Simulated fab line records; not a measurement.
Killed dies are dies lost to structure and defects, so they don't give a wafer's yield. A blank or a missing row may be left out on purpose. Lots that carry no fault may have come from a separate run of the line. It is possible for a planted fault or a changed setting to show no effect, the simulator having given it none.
fab line records    flow rit-cmos
[record] lots = 5  wafers = 15  last-day = 7
route steps=202 shown FOX2@25 NWELL@28 PWELL@39
lots with no fault: from the same line, run without faults
start-h: hours from the record's opening day to when the first of the lot's shown wafers began    wait-h: hours elapsed since this lot's preceding step    " repeats the value in the row above    L1.1+2: a single row standing in for several wafers    - no value, or no start was given    * or withheld: withheld    < > ~ a bound
route shown NAME@n: a module of which the file shows steps, and the number in the route of the first    usual: average and standard deviation across the fault-free wafers    same: alike in all rows    chamber/n: place in a boat    sites: the reading at each site    _std_site: standard deviation across them    _edge_site: the outer-site mean with the inner-site mean subtracted    radius-mm: how far each site lies from the wafer's centre    mask NAME#n: copy n    behind: the tool/chamber that last shaped the wafer    hold: why the lot went on hold/how many hours it stayed there/how the hold came to an end    device: the transistor (n, p or np) that didn't switch    end of line: tests run on the same wafers once the route is complete    where a step has no rows: the recipe by itself    killed: dies lost to structure and defects at the first sort, not the wafer's yield    map: a wafer's dies, marking killed ones x, the rest . and places with no die _
set.NAME: the setting as run; set.NAME@STEP: as run at that earlier step    model.NAME: the simulator's own value behind a step, which no gauge read
lots at some steps of the route; a table a step, a row a wafer
services: when a tool's chamber went out of use (start-h, in hours from the record's first day, below 0 if earlier), for how many hours, and the reason
[[steps]]
[step RIT_FOX2_CLEAN_02]
[recipe] chemistry = dHF  dilution = 50:1  time-s = 186.9
lot.wafer   tool          chamber  start-h  wait-h
L080.4+5+6  wet-bench-03  1        51.84    0.0
L087.1+3+4  wet-bench-04  1        85.17    0.1
L089.1+2+5  wet-bench-04  0        94.28    0.1
L090.3+5+6  wet-bench-04  2        100.91   0.0
L093.3+5+6  wet-bench-02  1        122.22   0.0
[step RIT_FOX2_WET_ETCH_03]
[recipe] chemistry = H3PO4  target = Si3N4  target-depth-nm = 195  temp-c = 165  time-s = 2700
lot.wafer   tool          chamber  start-h  wait-h
L080.4+5+6  wet-bench-04  3        51.91    0.0
L087.1+3+4  wet-bench-03  3        85.24    0.0
L089.1+2+5  wet-bench-04  1        94.34    0.0
L090.3+5+6  wet-bench-02  2        100.97   0.0
L093.3+5+6  wet-bench-04  0        122.28   0.0
[step RIT_FOX2_THK_MEAS_90]
[recipe] reads = SiO2_of_FOX2_OXIDATION_00
[usual] FIELD_OXIDE_LEFT_1_THK = 322/6.6
lot.wafer  tool           chamber  start-h  wait-h  FIELD_OXIDE_LEFT_1_THK[nm]
L080.4     film-metro-01  -        52.69    0.0     316
L080.5     "              -        "        "       325
L080.6     "              -        "        "       321
L087.1     film-metro-03  -        85.99    0.0     314
L087.3     "              -        "        "       318
L087.4     "              -        "        "       313
L089.1     film-metro-04  -        95.10    0.0     316
L089.2     "              -        "        "       319
L089.5     "              -        "        "       311
L090.3     film-metro-03  -        101.75   0.0     325
L090.5     "              -        "        "       326
L090.6     "              -        "        "       323
L093.3     film-metro-04  -        123.06   0.0     330
L093.5     "              -        "        "       320
L093.6     "              -        "        "       326
[step RIT_NWELL_HMDS_00]
[recipe] prime-time-s = 60  prime-temp-c = 140
[usual] prime-temp-c = 140.00/0.15  resist-line-temp-C = 23.02/0.12
lot.wafer  tool            chamber  start-h  wait-h  prime-temp-c  resist-line-temp-C
L080.4     litho-track-03  0        52.80    0.1     140.00        22.86
L080.5     "               0        "        "       140.14        22.98
L080.6     "               0        "        "       140.04        22.82
L087.1     litho-track-03  0        86.16    0.2     139.88        23.01
L087.3     "               0        "        "       140.04        23.00
L087.4     "               0        "        "       139.91        23.04
L089.1     litho-track-02  0        95.16    0.1     140.00        23.22
L089.2     "               0        "        "       140.09        23.20
L089.5     "               0        "        "       139.83        23.27
L090.3     litho-track-02  0        101.84   0.1     139.91        23.06
L090.5     "               0        "        "       139.60        22.95
L090.6     "               0        "        "       139.88        22.89
L093.3     litho-track-02  0        123.15   0.1     139.99        23.07
L093.5     "               0        "        "       140.00        22.92
L093.6     "               0        "        "       140.08        23.17
[step RIT_NWELL_COAT_01]
[recipe] resist = NOVOLAK  spin-rpm = 2000  resist-thk-nm = 1300
[usual] resist-line-temp-C = 23.00/0.096
lot.wafer  tool            chamber  start-h  wait-h  resist-line-temp-C
L080.4     litho-track-03  0        52.95    0.1     23.04
L080.5     "               0        "        "       22.90
L080.6     "               0        "        "       22.90
L087.1     litho-track-03  0        86.31    0.1     23.01
L087.3     "               0        "        "       22.93
L087.4     "               0        "        "       23.20
L089.1     litho-track-02  0        95.31    0.1     22.85
L089.2     "               0        "        "       23.04
L089.5     "               0        "        "       23.01
L090.3     litho-track-02  0        101.99   0.1     23.03
L090.5     "               0        "        "       23.00
L090.6     "               0        "        "       23.03
L093.3     litho-track-02  0        123.30   0.1     22.83
L093.5     "               0        "        "       22.91
L093.6     "               0        "        "       22.90
[step RIT_NWELL_SOFTBAKE_02]
[recipe] resist = NOVOLAK  temp-c = 90  time-s = 60
[usual] resist-line-temp-C = 23.01/0.093
lot.wafer  tool            chamber  start-h  wait-h  resist-line-temp-C
L080.4     litho-track-03  0        53.10    0.1     23.02
L080.5     "               0        "        "       22.84
L080.6     "               0        "        "       22.90
L087.1     litho-track-03  0        86.46    0.1     22.97
L087.3     "               0        "        "       22.90
L087.4     "               0        "        "       22.93
L089.1     litho-track-02  0        95.46    0.1     23.01
L089.2     "               0        "        "       23.06
L089.5     "               0        "        "       23.17
L090.3     litho-track-02  0        102.14   0.1     23.11
L090.5     "               0        "        "       23.07
L090.6     "               0        "        "       23.04
L093.3     litho-track-02  0        123.45   0.1     22.90
L093.5     "               0        "        "       22.91
L093.6     "               0        "        "       22.82
[step RIT_NWELL_EXPOSE_03]
[recipe] mask-id = M2  na = 0.57  target-cd-nm = 43900  dose-mj = 250
lot.wafer   tool              chamber  start-h  wait-h  mask
L080.4+5+6  iline-stepper-02  0        53.36    0.2     M2#0
L087.1+3+4  iline-stepper-01  0        86.61    0.1     M2#0
L089.1+2+5  iline-stepper-01  0        95.73    0.2     M2#0
L090.3+5+6  iline-stepper-01  0        102.28   0.1     M2#0
L093.3+5+6  iline-stepper-02  0        123.83   0.4     M2#0
[step RIT_NWELL_PEB_04]
[recipe] resist = NOVOLAK  temp-c = withheld  time-s = withheld
[usual] resist-line-temp-C = *
lot.wafer  tool            chamber  start-h  wait-h  resist-line-temp-C
L080.4     litho-track-01  0        53.49    0.1     *
L080.5     "               0        "        "       *
L080.6     "               0        "        "       *
L087.1     litho-track-01  0        86.82    0.2     *
L087.3     "               0        "        "       *
L087.4     "               0        "        "       *
L089.1     litho-track-02  0        95.85    0.1     *
L089.2     "               0        "        "       *
L089.5     "               0        "        "       *
L090.3     litho-track-02  0        102.41   0.1     *
L090.5     "               0        "        "       *
L090.6     "               0        "        "       *
L093.3     litho-track-02  0        124.10   0.2     *
L093.5     "               0        "        "       *
L093.6     "               0        "        "       *
[step RIT_NWELL_DEVELOP_05]
[recipe] resist = NOVOLAK  develop-time-s = 68  dev-temp-c = 23
[usual] resist-line-temp-C = 22.98/0.11
lot.wafer  tool            chamber  start-h  wait-h  resist-line-temp-C
L080.4     litho-track-01  0        -        -       22.90
L080.5     "               0        "        "       22.89
L080.6     "               0        "        "       23.06
L087.1     litho-track-01  0        -        -       22.94
L087.3     "               0        "        "       23.02
L087.4     "               0        "        "       23.02
L089.1     litho-track-02  0        -        -       22.84
L089.2     "               0        "        "       22.91
L089.5     "               0        "        "       22.96
L090.3     litho-track-02  0        -        -       22.94
L090.5     "               0        "        "       23.08
L090.6     "               0        "        "       23.01
L093.3     litho-track-02  0        -        -       22.94
L093.5     "               0        "        "       23.08
L093.6     "               0        "        "       23.03
[step RIT_NWELL_OVL_MEAS_06]
[usual] NWELL_OVL = 2.2/1.6
lot.wafer  tool        chamber  start-h  wait-h  NWELL_OVL[nm]
L080.4     overlay-01  -        53.75    -       0.5
L080.5     "           -        "        "       1.2
L080.6     "           -        "        "       1.4
L087.1     overlay-02  -        87.13    -       5.0
L087.3     "           -        "        "       4.3
L087.4     "           -        "        "       5.9
L089.1     overlay-02  -        96.16    -       0.8
L089.2     "           -        "        "       2.7
L089.5     "           -        "        "       0.9
L090.3     overlay-02  -        102.68   -       1.2
L090.5     "           -        "        "       4.3
L090.6     "           -        "        "       1.8
L093.3     overlay-01  -        124.37   -       2.5
L093.5     "           -        "        "       3.0
L093.6     "           -        "        "       3.6
[step RIT_NWELL_HARDBAKE_07]
[recipe] resist = NOVOLAK  temp-c = 140  time-s = 120
[usual] resist-line-temp-C = 23.01/0.094
lot.wafer  tool            chamber  start-h  wait-h  resist-line-temp-C
L080.4     litho-track-02  0        54.06    0.3     22.85
L080.5     "               0        "        "       22.98
L080.6     "               0        "        "       22.96
L087.1     litho-track-03  0        87.17    0.0     23.00
L087.3     "               0        "        "       22.98
L087.4     "               0        "        "       23.00
L089.1     litho-track-01  0        96.20    0.0     22.87
L089.2     "               0        "        "       22.92
L089.5     "               0        "        "       22.87
L090.3     litho-track-02  0        102.79   0.1     22.97
L090.5     "               0        "        "       23.00
L090.6     "               0        "        "       23.09
L093.3     litho-track-01  0        124.48   0.1     23.20
L093.5     "               0        "        "       23.14
L093.6     "               0        "        "       23.24
[step RIT_NWELL_IMPLANT_08]
[recipe] species = P  energy-kev = 170  dose-cm2 = 5e+13  tilt-deg = 7
lot.wafer   tool          chamber  start-h  wait-h
L080.4+5+6  implanter-03  0        54.26    0.2
L087.1+3+4  implanter-02  0        87.42    0.2
L089.1+2+5  implanter-02  0        96.45    0.2
L090.3+5+6  implanter-04  0        103.00   0.2
L093.3+5+6  implanter-02  0        124.70   0.2
[step RIT_NWELL_STRIP_09]
[recipe] chemistry = O2  time-s = 180  resist = NOVOLAK  platen-temp-c = withheld  power-w = 500  pressure-mtorr = 4000  o2-flow-sccm = 4000
[usual] drypump-motor-current-A = 5.58/0.21
lot.wafer  tool             chamber  start-h  wait-h  drypump-motor-current-A  rf-hours-counter-h
L080.4     plasma-asher-04  0        54.39    0.1     5.67                     -
L080.5     "                0        "        "       5.66                     -
L080.6     "                1        "        "       5.26                     -
L087.1     plasma-asher-01  0        87.57    0.1     5.71                     43
L087.3     "                0        "        "       5.72                     -
L087.4     "                1        "        "       5.68                     -
L089.1     plasma-asher-01  1        96.60    0.1     5.67                     44
L089.2     "                0        "        "       5.74                     44
L089.5     "                0        "        "       5.74                     -
L090.3     plasma-asher-04  0        103.16   0.1     5.61                     -
L090.5     "                0        "        "       5.59                     -
L090.6     "                1        "        "       5.27                     -
L093.3     plasma-asher-04  0        124.86   0.1     5.66                     -
L093.5     "                0        "        "       5.65                     -
L093.6     "                1        "        "       5.26                     -
[step RIT_NWELL_TW_MEAS_10]
[usual] NWELL_TW = 2139/13
lot.wafer  tool           chamber  start-h  wait-h  NWELL_TW
L080.4     film-metro-04  -        54.54    0.1     2131
L080.5     "              -        "        "       2138
L080.6     "              -        "        "       2141
L087.1     film-metro-02  -        87.74    0.1     2142
L087.3     "              -        "        "       2123
L087.4     "              -        "        "       2126
L089.1     film-metro-01  -        96.77    0.1     2159
L089.2     "              -        "        "       2164
L089.5     "              -        "        "       2146
L090.3     film-metro-02  -        103.30   0.1     2145
L090.5     "              -        "        "       2132
L090.6     "              -        "        "       2140
L093.3     film-metro-02  -        124.99   0.1     2119
L093.5     "              -        "        "       2129
L093.6     "              -        "        "       2117
[step RIT_PWELL_HMDS_00]
[recipe] prime-time-s = 60  prime-temp-c = 140
[usual] prime-temp-c = 140.02/0.14  resist-line-temp-C = 23.01/0.097
lot.wafer  tool            chamber  start-h  wait-h  prime-temp-c  resist-line-temp-C
L080.4     litho-track-02  0        54.65    0.1     139.97        23.17
L080.5     "               0        "        "       139.77        22.94
L080.6     "               0        "        "       140.02        22.96
L087.1     litho-track-04  0        87.80    0.1     140.05        23.00
L087.3     "               0        "        "       139.95        23.01
L087.4     "               0        "        "       139.81        22.99
L089.1     litho-track-03  0        96.98    0.2     140.33        22.96
L089.2     "               0        "        "       140.20        22.95
L089.5     "               0        "        "       140.21        23.14
L090.3     litho-track-02  0        103.39   0.1     139.91        22.96
L090.5     "               0        "        "       139.76        22.95
L090.6     "               0        "        "       139.86        23.10
L093.3     litho-track-03  0        125.08   0.1     139.97        22.88
L093.5     "               0        "        "       140.02        22.96
L093.6     "               0        "        "       140.11        22.90
[step RIT_PWELL_COAT_01]
[recipe] resist = NOVOLAK  spin-rpm = 2000  resist-thk-nm = 1300
[usual] resist-line-temp-C = 23.02/0.11
lot.wafer  tool            chamber  start-h  wait-h  resist-line-temp-C
L080.4     litho-track-02  0        54.80    0.1     22.81
L080.5     "               0        "        "       22.98
L080.6     "               0        "        "       22.93
L087.1     litho-track-04  0        87.95    0.1     23.13
L087.3     "               0        "        "       23.11
L087.4     "               0        "        "       23.09
L089.1     litho-track-03  0        97.13    0.1     23.12
L089.2     "               0        "        "       23.10
L089.5     "               0        "        "       23.27
L090.3     litho-track-02  0        103.54   0.1     23.03
L090.5     "               0        "        "       23.08
L090.6     "               0        "        "       22.96
L093.3     litho-track-03  0        125.23   0.1     23.02
L093.5     "               0        "        "       23.11
L093.6     "               0        "        "       23.08
[[services]]
tool              chamber  start-h  hours  kind
plasma-asher-04   -        37.92    1.1    repair
implanter-03      -        43.12    5.7    pm
implanter-03      -        66.74    2.6    pm
implanter-02      -        76.55    3.1    repair
implanter-03      -        76.76    3.5    repair
wet-bench-03      -        87.31    21.8   pm
iline-stepper-02  -        100.88   1.7    pm
plasma-asher-01   -        108.75   9.0    pm
plasma-asher-01   0        108.75   9.0    vent-cycle
plasma-asher-01   1        108.75   9.0    vent-cycle
plasma-asher-01   0        117.75   -      clean
plasma-asher-01   1        117.75   -      clean
implanter-03      -        121.60   4.1    repair
[[key]]
fault none
